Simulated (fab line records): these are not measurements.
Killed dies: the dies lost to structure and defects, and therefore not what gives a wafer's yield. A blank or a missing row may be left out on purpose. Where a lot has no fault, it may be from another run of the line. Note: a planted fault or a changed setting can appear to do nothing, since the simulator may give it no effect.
fab line records / flow berkeleyCmos170 / part 2 of 2: steps 30 to 38 of 38
record lots=5 wafers=15 lastDay=12
route steps=331 shown BACKSIDE@202 SDANNEAL@204 PSD@206 NSD@207 PLDD@208 NLDD@209 SILICIDE@210 CONTACT@216 M1@238
lots with no fault: from the same line, run without faults
startH: hours from the record's first day to the start of the lot's first wafer shown / waitH: hours elapsed since this lot's preceding step / " repeats the value in the row above / L1.1+2: several wafers, shown together as one row / - either no value or no given start / * or withheld: withheld / < > ~ a bound
route shown NAME@n: names a module that has steps shown in the file, with the first one's number in the route / usual: the fault-free wafers' mean and standard deviation / same: alike in all rows / chamber/n: place in a boat / sites: per-site readings / _std_site: their standard deviation / _edge_site: the outer-site mean with the inner-site mean subtracted / radiusMm: how far each site lies from the wafer's centre / mask NAME#n: copy n / behind: the last tool/chamber to shape the wafer / hold: the reason the lot was held/the length of the hold in hours/how it ended / device: the n, p or np transistor that did not switch / end of line: tests run on the same wafers once the route is complete / step lacking rows: just its recipe / killed: not the wafer's yield, but the dies lost to structure and defects at the first sort / map: the dies of a wafer, with x for killed, . for not killed, _ for no die there
set.NAME: the run value of the setting; set.NAME@STEP: its run value at that earlier step / model.NAME: the simulator's own value behind a step, which no gauge read
certain route steps with their lots: each step a table, each wafer a row
services: when a tool's chamber went out of use (startH, in hours from the record's first day, below 0 if earlier), for how many hours, and the reason
## steps
# step UCB170_CONTACT_CD_MEAS_15
# recipe targetCdNm=700
# usual cdNm=699.8/1.1
lot.wafer=L077.1 tool=cdSem-02 chamber=- startH=172.39 waitH=- cdNm=700.5
lot.wafer=L077.2 tool=cdSem-02 chamber=- startH=172.39 waitH=- cdNm=700.2
lot.wafer=L077.3 tool=cdSem-02 chamber=- startH=172.39 waitH=- cdNm=699.6
lot.wafer=L081.1 tool=cdSem-02 chamber=- startH=203.24 waitH=- cdNm=697.4
lot.wafer=L081.2 tool=cdSem-02 chamber=- startH=203.24 waitH=- cdNm=697.7
lot.wafer=L081.4 tool=cdSem-02 chamber=- startH=203.24 waitH=- cdNm=699.4
lot.wafer=L087.1 tool=cdSem-01 chamber=- startH=227.56 waitH=- cdNm=701.2
lot.wafer=L087.2 tool=cdSem-01 chamber=- startH=227.56 waitH=- cdNm=701.1
lot.wafer=L087.4 tool=cdSem-01 chamber=- startH=227.56 waitH=- cdNm=701.1
lot.wafer=L090.1 tool=cdSem-02 chamber=- startH=228.43 waitH=- cdNm=699.2
lot.wafer=L090.3 tool=cdSem-02 chamber=- startH=228.43 waitH=- cdNm=700.1
lot.wafer=L090.5 tool=cdSem-02 chamber=- startH=228.43 waitH=- cdNm=700.4
lot.wafer=L095.1 tool=cdSem-02 chamber=- startH=261.18 waitH=- cdNm=698.8
lot.wafer=L095.2 tool=cdSem-02 chamber=- startH=261.18 waitH=- cdNm=699.0
lot.wafer=L095.4 tool=cdSem-02 chamber=- startH=261.18 waitH=- cdNm=697.8
# step UCB170_CONTACT_OVL_MEAS_16
# usual CONTACT_OVL=0/5.4
lot.wafer=L077.1 tool=overlay-01 chamber=- startH=172.51 waitH=0.1 CONTACT_OVL[nm]=-2
lot.wafer=L077.2 tool=overlay-01 chamber=- startH=172.51 waitH=0.1 CONTACT_OVL[nm]=-7
lot.wafer=L077.3 tool=overlay-01 chamber=- startH=172.51 waitH=0.1 CONTACT_OVL[nm]=2
lot.wafer=L081.1 tool=overlay-01 chamber=- startH=203.36 waitH=0.1 CONTACT_OVL[nm]=12
lot.wafer=L081.2 tool=overlay-01 chamber=- startH=203.36 waitH=0.1 CONTACT_OVL[nm]=2
lot.wafer=L081.4 tool=overlay-01 chamber=- startH=203.36 waitH=0.1 CONTACT_OVL[nm]=4
lot.wafer=L087.1 tool=overlay-01 chamber=- startH=227.68 waitH=0.1 CONTACT_OVL[nm]=-5
lot.wafer=L087.2 tool=overlay-01 chamber=- startH=227.68 waitH=0.1 CONTACT_OVL[nm]=2
lot.wafer=L087.4 tool=overlay-01 chamber=- startH=227.68 waitH=0.1 CONTACT_OVL[nm]=0
lot.wafer=L090.1 tool=overlay-02 chamber=- startH=228.55 waitH=0.1 CONTACT_OVL[nm]=-9
lot.wafer=L090.3 tool=overlay-02 chamber=- startH=228.55 waitH=0.1 CONTACT_OVL[nm]=2
lot.wafer=L090.5 tool=overlay-02 chamber=- startH=228.55 waitH=0.1 CONTACT_OVL[nm]=-1
lot.wafer=L095.1 tool=overlay-01 chamber=- startH=261.30 waitH=0.1 CONTACT_OVL[nm]=1
lot.wafer=L095.2 tool=overlay-01 chamber=- startH=261.30 waitH=0.1 CONTACT_OVL[nm]=-9
lot.wafer=L095.4 tool=overlay-01 chamber=- startH=261.30 waitH=0.1 CONTACT_OVL[nm]=-5
# step UCB170_CONTACT_ETCH_17
# recipe chemistry=N2/H2 targetDepthA=withheld overetchA=withheld target=BARC timeS=withheld sourceW=500 biasW=100 pressureMtorr=30 n2FlowSccm=100 h2FlowSccm=200
# usual drypumpMotorCurrentA=5.6/0.42 oesProductAu=0.998/0.017 throttleValvePct=13.29/0.16
lot.wafer=L077.1 tool=rieDiel-03 chamber=2 startH=172.55 waitH=0.0 drypumpMotorCurrentA=6.4 oesProductAu=0.988 throttleValvePct=13.13
lot.wafer=L077.2 tool=rieDiel-03 chamber=1 startH=172.55 waitH=0.0 drypumpMotorCurrentA=5.8 oesProductAu=0.977 throttleValvePct=13.17
lot.wafer=L077.3 tool=rieDiel-03 chamber=0 startH=172.55 waitH=0.0 drypumpMotorCurrentA=5.7 oesProductAu=0.996 throttleValvePct=13.38
lot.wafer=L081.1 tool=rieDiel-04 chamber=2 startH=203.39 waitH=0.0 drypumpMotorCurrentA=5.8 oesProductAu=1.014 throttleValvePct=13.49
lot.wafer=L081.2 tool=rieDiel-04 chamber=1 startH=203.39 waitH=0.0 drypumpMotorCurrentA=5.4 oesProductAu=0.978 throttleValvePct=12.99
lot.wafer=L081.4 tool=rieDiel-04 chamber=3 startH=203.39 waitH=0.0 drypumpMotorCurrentA=5.5 oesProductAu=1.029 throttleValvePct=13.29
lot.wafer=L087.1 tool=rieDiel-03 chamber=3 startH=227.72 waitH=0.0 drypumpMotorCurrentA=5.3 oesProductAu=0.985 throttleValvePct=13.54
lot.wafer=L087.2 tool=rieDiel-03 chamber=1 startH=227.72 waitH=0.0 drypumpMotorCurrentA=5.8 oesProductAu=0.973 throttleValvePct=13.17
lot.wafer=L087.4 tool=rieDiel-03 chamber=0 startH=227.72 waitH=0.0 drypumpMotorCurrentA=5.6 oesProductAu=0.986 throttleValvePct=13.39
lot.wafer=L090.1 tool=rieDiel-01 chamber=2 startH=228.58 waitH=0.0 drypumpMotorCurrentA=5.9 oesProductAu=1.030 throttleValvePct=13.25
lot.wafer=L090.3 tool=rieDiel-01 chamber=3 startH=228.58 waitH=0.0 drypumpMotorCurrentA=5.3 oesProductAu=0.999 throttleValvePct=13.10
lot.wafer=L090.5 tool=rieDiel-01 chamber=1 startH=228.58 waitH=0.0 drypumpMotorCurrentA=4.8 oesProductAu=1.007 throttleValvePct=13.43
lot.wafer=L095.1 tool=rieDiel-03 chamber=1 startH=261.33 waitH=0.0 drypumpMotorCurrentA=5.8 oesProductAu=0.972 throttleValvePct=13.19
lot.wafer=L095.2 tool=rieDiel-03 chamber=3 startH=261.33 waitH=0.0 drypumpMotorCurrentA=5.2 oesProductAu=1.002 throttleValvePct=13.54
lot.wafer=L095.4 tool=rieDiel-03 chamber=0 startH=261.33 waitH=0.0 drypumpMotorCurrentA=5.7 oesProductAu=0.985 throttleValvePct=13.38
# step UCB170_CONTACT_ETCH_18
# recipe chemistry=CHF3/CF4/Ar target=PSG stopOn=TiSi2 CHF3_flow_sccm=45 cf4FlowSccm=15 Ar_flow_sccm=150 pressureMtorr=200 rfW=700 targetDepthA=8400 overEtchFrac=0.2 timeS=195
# usual drypumpMotorCurrentA=5.6/0.42 oesProductAu=0.896/0.015 throttleValvePct=6.90/0.098
lot.wafer=L077.1 tool=rieDiel-03 chamber=2 startH=- waitH=- drypumpMotorCurrentA=6.4 oesProductAu=0.888 rfHoursCounterH=79 throttleValvePct=6.75
lot.wafer=L077.2 tool=rieDiel-03 chamber=1 startH=- waitH=- drypumpMotorCurrentA=5.8 oesProductAu=0.881 rfHoursCounterH=100 throttleValvePct=6.84
lot.wafer=L077.3 tool=rieDiel-03 chamber=0 startH=- waitH=- drypumpMotorCurrentA=5.7 oesProductAu=0.895 rfHoursCounterH=49 throttleValvePct=6.94
lot.wafer=L081.1 tool=rieDiel-04 chamber=2 startH=- waitH=- drypumpMotorCurrentA=5.8 oesProductAu=0.912 rfHoursCounterH=6 throttleValvePct=7.02
lot.wafer=L081.2 tool=rieDiel-04 chamber=1 startH=- waitH=- drypumpMotorCurrentA=5.4 oesProductAu=0.900 rfHoursCounterH=4 throttleValvePct=6.72
lot.wafer=L081.4 tool=rieDiel-04 chamber=3 startH=- waitH=- drypumpMotorCurrentA=5.5 oesProductAu=0.921 rfHoursCounterH=145 throttleValvePct=6.95
lot.wafer=L087.1 tool=rieDiel-03 chamber=3 startH=- waitH=- drypumpMotorCurrentA=5.2 oesProductAu=0.909 rfHoursCounterH=19 throttleValvePct=7.02
lot.wafer=L087.2 tool=rieDiel-03 chamber=1 startH=- waitH=- drypumpMotorCurrentA=5.8 oesProductAu=0.882 rfHoursCounterH=102 throttleValvePct=6.82
lot.wafer=L087.4 tool=rieDiel-03 chamber=0 startH=- waitH=- drypumpMotorCurrentA=5.7 oesProductAu=0.895 rfHoursCounterH=51 throttleValvePct=6.94
lot.wafer=L090.1 tool=rieDiel-01 chamber=2 startH=- waitH=- drypumpMotorCurrentA=5.9 oesProductAu=0.920 rfHoursCounterH=129 throttleValvePct=6.87
lot.wafer=L090.3 tool=rieDiel-01 chamber=3 startH=- waitH=- drypumpMotorCurrentA=5.4 oesProductAu=0.886 rfHoursCounterH=61 throttleValvePct=6.78
lot.wafer=L090.5 tool=rieDiel-01 chamber=1 startH=- waitH=- drypumpMotorCurrentA=4.8 oesProductAu=0.886 rfHoursCounterH=- throttleValvePct=7.00
lot.wafer=L095.1 tool=rieDiel-03 chamber=1 startH=- waitH=- drypumpMotorCurrentA=5.8 oesProductAu=0.877 rfHoursCounterH=104 throttleValvePct=6.83
lot.wafer=L095.2 tool=rieDiel-03 chamber=3 startH=- waitH=- drypumpMotorCurrentA=5.2 oesProductAu=0.903 rfHoursCounterH=21 throttleValvePct=7.02
lot.wafer=L095.4 tool=rieDiel-03 chamber=0 startH=- waitH=- drypumpMotorCurrentA=5.7 oesProductAu=0.890 rfHoursCounterH=54 throttleValvePct=6.94
# step UCB170_CONTACT_STRIP_19
# recipe chemistry=O2 powerW=400 pressureMtorr=3500 platenTempC=withheld o2FlowSccm=400 overashFraction=0.5
# usual drypumpMotorCurrentA=5.38/0.2 oesProductAu=0.725/0.0046
lot.wafer=L077.1 tool=plasmaAsher-02 chamber=0 startH=172.72 waitH=- drypumpMotorCurrentA=5.51 oesProductAu=0.727 rfHoursCounterH=37
lot.wafer=L077.2 tool=plasmaAsher-02 chamber=1 startH=172.72 waitH=- drypumpMotorCurrentA=5.43 oesProductAu=0.728 rfHoursCounterH=37
lot.wafer=L077.3 tool=plasmaAsher-02 chamber=0 startH=172.72 waitH=- drypumpMotorCurrentA=5.49 oesProductAu=0.723 rfHoursCounterH=-
lot.wafer=L081.1 tool=plasmaAsher-04 chamber=0 startH=203.56 waitH=- drypumpMotorCurrentA=5.33 oesProductAu=0.732 rfHoursCounterH=53
lot.wafer=L081.2 tool=plasmaAsher-04 chamber=1 startH=203.56 waitH=- drypumpMotorCurrentA=5.01 oesProductAu=0.728 rfHoursCounterH=53
lot.wafer=L081.4 tool=plasmaAsher-04 chamber=0 startH=203.56 waitH=- drypumpMotorCurrentA=5.36 oesProductAu=0.730 rfHoursCounterH=-
lot.wafer=L087.1 tool=plasmaAsher-02 chamber=1 startH=227.88 waitH=- drypumpMotorCurrentA=5.41 oesProductAu=0.727 rfHoursCounterH=44
lot.wafer=L087.2 tool=plasmaAsher-02 chamber=0 startH=227.88 waitH=- drypumpMotorCurrentA=5.51 oesProductAu=0.723 rfHoursCounterH=44
lot.wafer=L087.4 tool=plasmaAsher-02 chamber=0 startH=227.88 waitH=- drypumpMotorCurrentA=5.51 oesProductAu=0.730 rfHoursCounterH=-
lot.wafer=L090.1 tool=plasmaAsher-03 chamber=0 startH=228.75 waitH=- drypumpMotorCurrentA=5.72 oesProductAu=0.724 rfHoursCounterH=53
lot.wafer=L090.3 tool=plasmaAsher-03 chamber=0 startH=228.75 waitH=- drypumpMotorCurrentA=5.70 oesProductAu=0.728 rfHoursCounterH=-
lot.wafer=L090.5 tool=plasmaAsher-03 chamber=1 startH=228.75 waitH=- drypumpMotorCurrentA=5.53 oesProductAu=0.728 rfHoursCounterH=-
lot.wafer=L095.1 tool=plasmaAsher-03 chamber=0 startH=261.50 waitH=- drypumpMotorCurrentA=5.72 oesProductAu=0.726 rfHoursCounterH=56
lot.wafer=L095.2 tool=plasmaAsher-03 chamber=1 startH=261.50 waitH=- drypumpMotorCurrentA=5.57 oesProductAu=0.733 rfHoursCounterH=56
lot.wafer=L095.4 tool=plasmaAsher-03 chamber=0 startH=261.50 waitH=- drypumpMotorCurrentA=5.73 oesProductAu=0.717 rfHoursCounterH=-
# step UCB170_CONTACT_CD_MEAS_90
# recipe targetCdNm=700
# usual cdNm=699.9/1.4
lot.wafer=L077.1 tool=cdSem-02 chamber=- startH=172.86 waitH=0.1 cdNm=702.0
lot.wafer=L077.2 tool=cdSem-02 chamber=- startH=172.86 waitH=0.1 cdNm=700.5
lot.wafer=L077.3 tool=cdSem-02 chamber=- startH=172.86 waitH=0.1 cdNm=700.7
lot.wafer=L081.1 tool=cdSem-01 chamber=- startH=203.66 waitH=0.1 cdNm=697.0
lot.wafer=L081.2 tool=cdSem-01 chamber=- startH=203.66 waitH=0.1 cdNm=696.8
lot.wafer=L081.4 tool=cdSem-01 chamber=- startH=203.66 waitH=0.1 cdNm=699.5
lot.wafer=L087.1 tool=cdSem-01 chamber=- startH=227.98 waitH=0.1 cdNm=701.5
lot.wafer=L087.2 tool=cdSem-01 chamber=- startH=227.98 waitH=0.1 cdNm=701.3
lot.wafer=L087.4 tool=cdSem-01 chamber=- startH=227.98 waitH=0.1 cdNm=700.8
lot.wafer=L090.1 tool=cdSem-01 chamber=- startH=228.85 waitH=0.1 cdNm=698.8
lot.wafer=L090.3 tool=cdSem-01 chamber=- startH=228.85 waitH=0.1 cdNm=701.5
lot.wafer=L090.5 tool=cdSem-01 chamber=- startH=228.85 waitH=0.1 cdNm=701.0
lot.wafer=L095.1 tool=cdSem-01 chamber=- startH=261.60 waitH=0.1 cdNm=698.9
lot.wafer=L095.2 tool=cdSem-01 chamber=- startH=261.60 waitH=0.1 cdNm=699.0
lot.wafer=L095.4 tool=cdSem-01 chamber=- startH=261.60 waitH=0.1 cdNm=698.0
# step UCB170_CONTACT_CLEAN_20
# recipe chemistry=SPM tempC=120 timeS=600
lot.wafer=L077.1+2+3 tool=wetBench-03 chamber=3 startH=172.98 waitH=0.1
lot.wafer=L081.1+2+4 tool=wetBench-04 chamber=3 startH=203.78 waitH=0.1
lot.wafer=L087.1+2+4 tool=wetBench-03 chamber=3 startH=228.10 waitH=0.1
lot.wafer=L090.1+3+5 tool=wetBench-04 chamber=2 startH=228.97 waitH=0.1
lot.wafer=L095.1+2+4 tool=wetBench-04 chamber=0 startH=261.72 waitH=0.1
# step UCB170_M1_SPUTTER_00
# recipe material=Al targetThkNm=600 timeS=80 powerW=6000 chamberPressurePa=0.5
# usual throttleValvePct=30.2/1.2
lot.wafer=L077.1 tool=pvdSputter-03 chamber=- startH=173.15 waitH=0.0 throttleValvePct=28.5
lot.wafer=L077.2 tool=pvdSputter-03 chamber=- startH=173.15 waitH=0.0 throttleValvePct=27.0
lot.wafer=L077.3 tool=pvdSputter-03 chamber=- startH=173.15 waitH=0.0 throttleValvePct=30.4
lot.wafer=L081.1 tool=pvdSputter-04 chamber=- startH=203.96 waitH=0.0 throttleValvePct=29.9
lot.wafer=L081.2 tool=pvdSputter-04 chamber=- startH=203.96 waitH=0.0 throttleValvePct=31.3
lot.wafer=L081.4 tool=pvdSputter-04 chamber=- startH=203.96 waitH=0.0 throttleValvePct=30.4
lot.wafer=L087.1 tool=pvdSputter-03 chamber=- startH=228.31 waitH=0.0 throttleValvePct=30.8
lot.wafer=L087.2 tool=pvdSputter-03 chamber=- startH=228.31 waitH=0.0 throttleValvePct=26.9
lot.wafer=L087.4 tool=pvdSputter-03 chamber=- startH=228.31 waitH=0.0 throttleValvePct=31.9
lot.wafer=L090.1 tool=pvdSputter-03 chamber=- startH=229.15 waitH=0.0 throttleValvePct=26.9
lot.wafer=L090.3 tool=pvdSputter-03 chamber=- startH=229.15 waitH=0.0 throttleValvePct=30.4
lot.wafer=L090.5 tool=pvdSputter-03 chamber=- startH=229.15 waitH=0.0 throttleValvePct=28.6
lot.wafer=L095.1 tool=pvdSputter-01 chamber=- startH=261.90 waitH=0.0 throttleValvePct=30.5
lot.wafer=L095.2 tool=pvdSputter-01 chamber=- startH=261.90 waitH=0.0 throttleValvePct=29.6
lot.wafer=L095.4 tool=pvdSputter-01 chamber=- startH=261.90 waitH=0.0 throttleValvePct=30.6
# step UCB170_M1_RS_MEAS_01
# recipe thkMeasGauge=four-point-probe reads=Al_of_M1_SPUTTER_00
# usual M1_AL_RS=0.0487/0.00069
lot.wafer=L077.1 tool=filmMetro-01 chamber=- startH=173.21 waitH=0.0 M1_AL_RS[ohm/sq]=0.0484
lot.wafer=L077.2 tool=filmMetro-01 chamber=- startH=173.21 waitH=0.0 M1_AL_RS[ohm/sq]=0.0477
lot.wafer=L077.3 tool=filmMetro-01 chamber=- startH=173.21 waitH=0.0 M1_AL_RS[ohm/sq]=0.0486
lot.wafer=L081.1 tool=filmMetro-01 chamber=- startH=204.02 waitH=0.0 M1_AL_RS[ohm/sq]=0.0487
lot.wafer=L081.2 tool=filmMetro-01 chamber=- startH=204.02 waitH=0.0 M1_AL_RS[ohm/sq]=0.0488
lot.wafer=L081.4 tool=filmMetro-01 chamber=- startH=204.02 waitH=0.0 M1_AL_RS[ohm/sq]=0.0484
lot.wafer=L087.1 tool=filmMetro-01 chamber=- startH=228.38 waitH=0.0 M1_AL_RS[ohm/sq]=0.0492
lot.wafer=L087.2 tool=filmMetro-01 chamber=- startH=228.38 waitH=0.0 M1_AL_RS[ohm/sq]=0.0481
lot.wafer=L087.4 tool=filmMetro-01 chamber=- startH=228.38 waitH=0.0 M1_AL_RS[ohm/sq]=0.0495
lot.wafer=L090.1 tool=filmMetro-03 chamber=- startH=229.21 waitH=0.0 M1_AL_RS[ohm/sq]=0.0480
lot.wafer=L090.3 tool=filmMetro-03 chamber=- startH=229.21 waitH=0.0 M1_AL_RS[ohm/sq]=0.0490
lot.wafer=L090.5 tool=filmMetro-03 chamber=- startH=229.21 waitH=0.0 M1_AL_RS[ohm/sq]=0.0484
lot.wafer=L095.1 tool=filmMetro-04 chamber=- startH=261.96 waitH=0.0 M1_AL_RS[ohm/sq]=0.0487
lot.wafer=L095.2 tool=filmMetro-04 chamber=- startH=261.96 waitH=0.0 M1_AL_RS[ohm/sq]=0.0494
lot.wafer=L095.4 tool=filmMetro-04 chamber=- startH=261.96 waitH=0.0 M1_AL_RS[ohm/sq]=0.0486
## services
tool=krfScanner-02 chamber=- startH=155.19 hours=1.3 kind=pm
tool=rieDiel-04 chamber=2 startH=155.25 hours=5.1 kind=repair
tool=plasmaAsher-02 chamber=- startH=166.49 hours=4.4 kind=repair
tool=plasmaAsher-03 chamber=- startH=171.33 hours=14.6 kind=pm
tool=krfScanner-01 chamber=- startH=188.24 hours=0.8 kind=pm
tool=wetBench-02 chamber=- startH=195.86 hours=1.7 kind=repair
tool=krfScanner-02 chamber=- startH=198.84 hours=0.6 kind=repair
tool=krfScanner-01 chamber=- startH=209.09 hours=1.0 kind=repair
tool=rieDiel-04 chamber=3 startH=214.38 hours=3.5 kind=repair
tool=krfScanner-01 chamber=- startH=215.53 hours=1.3 kind=pm
tool=krfScanner-01 chamber=- startH=225.57 hours=1.0 kind=pm
tool=pvdSputter-04 chamber=- startH=225.77 hours=2.9 kind=repair
tool=wetBench-01 chamber=- startH=228.94 hours=4.4 kind=pm
tool=krfScanner-02 chamber=- startH=238.47 hours=0.9 kind=repair
tool=plasmaAsher-02 chamber=- startH=241.06 hours=1.0 kind=repair
tool=krfScanner-02 chamber=- startH=244.72 hours=1.0 kind=pm
tool=krfScanner-02 chamber=- startH=245.72 hours=0.8 kind=pm
tool=krfScanner-01 chamber=- startH=246.58 hours=7.3 kind=repair
tool=rieDiel-04 chamber=- startH=247.44 hours=2.8 kind=pm
tool=plasmaAsher-01 chamber=- startH=251.91 hours=3.9 kind=repair
tool=plasmaAsher-03 chamber=- startH=252.04 hours=6.8 kind=repair
tool=plasmaAsher-02 chamber=- startH=255.36 hours=2.5 kind=repair
tool=pvdSputter-04 chamber=- startH=255.73 hours=8.0 kind=repair
tool=lpcvd-01 chamber=- startH=260.39 hours=17.2 kind=pm
